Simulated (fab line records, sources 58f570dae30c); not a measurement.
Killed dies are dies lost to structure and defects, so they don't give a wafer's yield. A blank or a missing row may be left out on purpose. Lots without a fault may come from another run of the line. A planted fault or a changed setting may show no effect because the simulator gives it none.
fab line records | flow berkeley_cmos170
record lots=14 wafers=42 last_day=11
route steps=331 shown PFIELD@80
lots that met no fault: from a run of the same line without faults
start_h: hours from the record's first day to the start of the lot's first wafer shown | wait_h: hours since the lot's step before | " the same as in the row above | L1.1+2: a row that stands for several wafers | - no value, or no start given | * or withheld: withheld | < > ~ a bound
route shown NAME@n: a module of which the file shows steps, and the number in the route of the first | usual: mean/standard deviation of fault-free wafers | same: alike in all rows | chamber/n: place in a boat | sites: the reading at each site | _std_site: their standard deviation | _edge_site: outer sites' mean less inner sites' | radius_mm: how far each site lies from the wafer's centre | mask NAME#n: copy n | behind: the tool/chamber that last shaped the wafer | hold: why the lot was held/for how many hours/how that ended | device: the transistor (n, p or np) that didn't switch | end of line: the same wafers' tests at the end of the route | a step without rows: its recipe alone | killed: dies lost to structure and defects at the first sort, not the wafer's yield | map: a wafer's dies, x killed, . not, _ none there
set.NAME: the setting as run; set.NAME@STEP: as run at that earlier step | model.NAME: the simulator's own value behind a step, which no gauge read
steps of the route over a sample of lots; a table a step, a row a wafer
services: from which hour (start_h, from the record's first day; less than 0 if before it) a tool's chamber was out of use, for how many hours, and why
## steps
# step UCB170_PFIELD_COAT_01
# recipe resist=KrF spin_rpm=1500 resist_thk_nm=900
# usual spin_speed_rpm=1500.0/0.97
# columns lot.wafer tool chamber start_h wait_h spin_speed_rpm
L985.1 litho_track-04 0 93.27 0.1 1500.8
L985.3 " 0 " " 1499.5
L985.5 " 0 " " 1499.3
L984.2 litho_track-01 0 93.52 0.1 1501.1
L984.4 " 0 " " 1499.8
L984.6 " 0 " " 1500.9
L986.1 litho_track-02 0 103.12 0.1 1500.1
L986.4 " 0 " " 1500.9
L986.6 " 0 " " 1500.8
L987.4 litho_track-01 0 103.22 0.1 1499.8
L987.5 " 0 " " 1499.2
L987.6 " 0 " " 1498.7
L988.2 litho_track-01 0 105.57 0.1 1499.7
L988.3 " 0 " " 1499.7
L988.6 " 0 " " 1498.8
L990.1 litho_track-02 0 117.02 0.1 1502.6
L990.3 " 0 " " 1501.9
L990.5 " 0 " " 1500.2
L992.1 litho_track-02 0 128.84 0.1 1499.4
L992.2 " 0 " " 1498.7
L992.3 " 0 " " 1499.9
L991.3 litho_track-04 0 128.93 0.1 1498.7
L991.4 " 0 " " 1498.2
L991.5 " 0 " " 1498.7
L994.2 litho_track-02 0 135.71 0.1 1499.0
L994.4 " 0 " " 1500.7
L994.5 " 0 " " 1498.9
L995.4 litho_track-01 0 145.02 0.1 1498.6
L995.5 " 0 " " 1499.5
L995.6 " 0 " " 1499.1
L998.1 litho_track-01 0 159.63 0.1 1533.4
L998.3 " 0 " " 1533.5
L998.5 " 0 " " 1534.9
L999.3 litho_track-04 0 159.72 0.1 1501.9
L999.5 " 0 " " 1502.0
L999.6 " 0 " " 1501.3
L100.1 litho_track-01 0 160.53 0.1 1535.4
L100.2 " 0 " " 1534.8
L100.3 " 0 " " 1534.5
L103.3 litho_track-02 0 179.62 0.1 1500.8
L103.5 " 0 " " 1501.0
L103.6 " 0 " " 1500.1
# step UCB170_PFIELD_STRIP_08
# recipe chemistry=O2 power_w=400 pressure_mtorr=3500 platen_temp_c=withheld o2_flow_sccm=400 overash_fraction=0.5
# usual drypump_motor_current_A=5.92/0.23 oes_product_au=0.734/0.0047 strip_time_to_endpoint_s=21.62/0.057
# columns lot.wafer tool chamber start_h wait_h drypump_motor_current_A oes_product_au rf_hours_counter_h strip_time_to_endpoint_s
L985.1 plasma_asher-02 1 94.48 0.1 6.27 0.738 36 21.68
L985.3 " 0 " " 5.83 0.729 - 21.78
L985.5 " 0 " " 5.84 0.726 - 21.63
L984.2 plasma_asher-01 1 94.53 0.1 6.10 0.727 37 21.54
L984.4 " 1 " " 6.07 0.736 - 21.64
L984.6 " 1 " " 6.09 0.737 - 21.61
L986.1 plasma_asher-02 1 104.24 0.1 6.27 0.733 37 21.68
L986.4 " 1 " " 6.25 0.732 - 21.66
L986.6 " 1 " " 6.25 0.736 - 21.63
L987.4 plasma_asher-03 0 104.36 0.1 6.11 0.737 - 21.63
L987.5 " 1 " " 5.64 0.739 - 21.68
L987.6 " 0 " " 6.10 0.732 - 21.66
L988.2 plasma_asher-03 1 106.55 0.1 5.63 0.731 29 21.58
L988.3 " 1 " " 5.61 0.730 - 21.63
L988.6 " 0 " " 6.11 0.743 - 21.59
L990.1 plasma_asher-03 1 118.85 0.1 5.63 0.726 31 21.58
L990.3 " 0 " " 6.12 0.732 - 21.66
L990.5 " 1 " " 5.64 0.731 - 21.61
L992.1 plasma_asher-02 0 129.85 0.1 5.83 0.729 2 21.63
L992.2 " 1 " " 6.23 0.731 2 21.62
L992.3 " 0 " " 5.83 0.739 - 21.65
L991.3 plasma_asher-03 1 130.54 0.1 5.64 0.733 - 21.69
L991.4 " 0 " " 6.09 0.740 - 21.71
L991.5 " 1 " " 5.64 0.736 - 21.73
L994.2 plasma_asher-03 0 136.72 0.1 6.10 0.738 34 21.66
L994.4 " 1 " " 5.63 0.744 - 21.71
L994.5 " 0 " " 6.12 0.734 - 21.69
L995.4 plasma_asher-01 1 145.86 0.1 6.15 0.734 - 21.59
L995.5 " 0 " " 5.70 0.738 - 21.52
L995.6 " 1 " " 6.14 0.726 - 21.60
L998.1 plasma_asher-02 1 161.02 0.1 6.24 0.732 5 21.33
L998.3 " 0 " " 5.83 0.734 - 21.39
L998.5 " 0 " " 5.84 0.730 - 21.35
L999.3 plasma_asher-03 1 161.46 0.1 5.62 0.745 - 21.60
L999.5 " 1 " " 5.65 0.740 - 21.69
L999.6 " 0 " " 6.10 0.728 - 21.67
L100.1 plasma_asher-03 0 161.74 0.1 6.11 0.732 37 21.33
L100.2 " 1 " " 5.66 0.734 37 21.39
L100.3 " 1 " " 5.63 0.735 - 21.38
L103.3 plasma_asher-03 0 180.61 0.1 6.09 0.744 - 21.63
L103.5 " 0 " " 6.06 0.734 - 21.60
L103.6 " 1 " " 5.63 0.737 - 21.62
## services
# columns tool chamber start_h hours kind
plasma_asher-03 - 69.81 0.7 repair
plasma_asher-02 - 85.51 7.1 repair
plasma_asher-01 - 89.47 2.4 repair
plasma_asher-02 - 108.75 9.0 pm
plasma_asher-02 0 108.75 9.0 vent_cycle
plasma_asher-02 1 108.75 9.0 vent_cycle
plasma_asher-02 0 117.75 - clean
plasma_asher-02 1 117.75 - clean
plasma_asher-01 - 148.51 0.3 repair
## key
first_sign step=UCB170_PFIELD_COAT_01 reading=spin_speed_rpm direction=up sigmas=35 usual=1500.0 struck=1534.4
effect step=UCB170_PFIELD_STRIP_08 reading=strip_time_to_endpoint_s direction=down sigmas=4.5 usual=* struck=*
met_at UCB170_PFIELD_COAT_01
struck_lots L998,L100
tester_left_out L998,L100
onset_between 145.02 159.63
fault kind=process_parameter_drift tool=litho_track-01 chamber=- onset_h=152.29 steps=UCB170_PFIELD_COAT_01 channel=spin_rpm offset=33.976 shape=step end_h=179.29 acts_in=these_recipes_only stated=1500
# tester_left_out: of these lots the tester's yield and bins aren't shown, on N5 and GAA mostly nor the transistor test; their killed dies are dies lost to structure and defects alone, not to doping, threshold or leakage, so they don't give the yield
